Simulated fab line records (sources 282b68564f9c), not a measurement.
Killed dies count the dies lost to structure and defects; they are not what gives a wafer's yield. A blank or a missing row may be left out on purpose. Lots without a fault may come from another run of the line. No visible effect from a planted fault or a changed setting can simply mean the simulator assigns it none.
Comparing a struck lot with a sound one + flow rit_cmos + 17 out of 202 route steps
Sound: wafers L303.3, L303.5, L303.6. Wafers struck: L313.1, L313.3, L313.6. At the end, the cause is stated.
For every step that has rows: the tool of each side, followed by ch and its chambers, followed by its first start. Under that, the readings that differ: sound wafers + struck wafers + difference of the means + sigmas: that difference in standard deviations of wafers without a fault.
alike: words and numbers the same on both sides, and readings whose means are apart by under 2 such deviations; not compared: readings that were withheld, readings missing a value for some wafer, numbers with overlapping values and no deviation given by the record, and bounds like >300 which may hide the same value.
A row with sigmas, a row that says differs or no value, or rows on one side alone: a step with any of these is where the two part. Numbers that don't overlap but have no deviation are shown without sigmas and don't part them. A reading missing from all wafers of one side parts the sides only when that side holds two or more wafers.

first, 2 steps without rows for these wafers: RIT_NRETRO_HARDBAKE_07 (time 120 s); RIT_NRETRO_IMPLANT_08.
RIT_NRETRO_STRIP_09: strips in O2, time 180 s.
  sound on plasma_asher-01 ch 0,1, day 2 06:43; struck on plasma_asher-01 ch 1, day 4 11:01
  alike: drypump_motor_current_A
  not compared: rf_hours_counter_h
RIT_NRETRO_TW_MEAS_10:
  sound: film_metro-04 at day 2 06:50; struck: film_metro-02 at day 4 11:11
  alike: NRETRO_TW
then, 6 steps without rows for these wafers: RIT_PRETRO_HMDS_00 (prime time 60 s); RIT_PRETRO_COAT_01 (resist thk 1300 nm); RIT_PRETRO_SOFTBAKE_02 (time 60 s); RIT_PRETRO_EXPOSE_03 (exposes mask M5, target cd 43700 nm); RIT_PRETRO_PEB_04; RIT_PRETRO_DEVELOP_05 (develop time 68 s).
RIT_PRETRO_OVL_MEAS_06:
  sound: overlay-01 at day 2 07:50; struck: overlay-02 at day 4 12:08
| reading         | sound       | struck        | difference | sigmas |
|-----------------|-------------|---------------|------------|--------|
| PRETRO_OVL (nm) | 2.6 2.4 2.2 | 0.0 -1.3 -0.6 | -3.0       | -3     |
then, 1 step without rows for these wafers: RIT_PRETRO_HARDBAKE_07 (time 120 s).
RIT_PRETRO_IMPLANT_08:
  sound on implanter-03 ch 0, day 2 08:10; struck on implanter-03 ch 0, day 4 12:25
| reading                   | sound                | struck               | difference | sigmas      |
|---------------------------|----------------------|----------------------|------------|-------------|
| beam_energy_keV           | 44.991 45.010 45.012 | 29.270 29.230 29.225 | -15.763    | -99 or more |
| model.implant.rp_nm (nm)  | 141.3 141.3 141.3    | 95.41 95.41 95.41    | -45.89     |             |
| model.implant.drp_nm (nm) | 55.07 55.07 55.07    | 42.09 42.09 42.09    | -12.98     |             |
RIT_PRETRO_STRIP_09: strips in O2, time 180 s.
  sound on plasma_asher-02 ch 0,1, day 2 08:19; struck on plasma_asher-02 ch 0,1, day 4 12:34
  alike: drypump_motor_current_A
  not compared: rf_hours_counter_h
RIT_PRETRO_TW_MEAS_10:
  sound: film_metro-02 at day 2 08:28; struck: film_metro-03 at day 4 12:44
| reading   | sound             | struck            | difference | sigmas |
|-----------|-------------------|-------------------|------------|--------|
| PRETRO_TW | 477.5 475.1 476.9 | 445.7 446.7 445.4 | -30.6      | -12    |
then, 1 step without rows for these wafers: RIT_GATE_WET_ETCH_00 (etches SiO2 in BOE, target depth 56 nm, time 60 s).
RIT_M1_PROBE_99:
  sound: prober-01 at day 3 12:17; struck: prober-01 at day 6 08:30
  alike: killed_at_contacts, killed_at_front_end, killed_dies, killed_on_rim, killed_open, killed_short

== WHERE THEY PART ==
At RIT_PRETRO_OVL_MEAS_06 first; at RIT_PRETRO_TW_MEAS_10 last (within this record only). Later steps at which nothing parts them and some readings are alike: RIT_M1_PROBE_99.

WHY: what the simulator had put in
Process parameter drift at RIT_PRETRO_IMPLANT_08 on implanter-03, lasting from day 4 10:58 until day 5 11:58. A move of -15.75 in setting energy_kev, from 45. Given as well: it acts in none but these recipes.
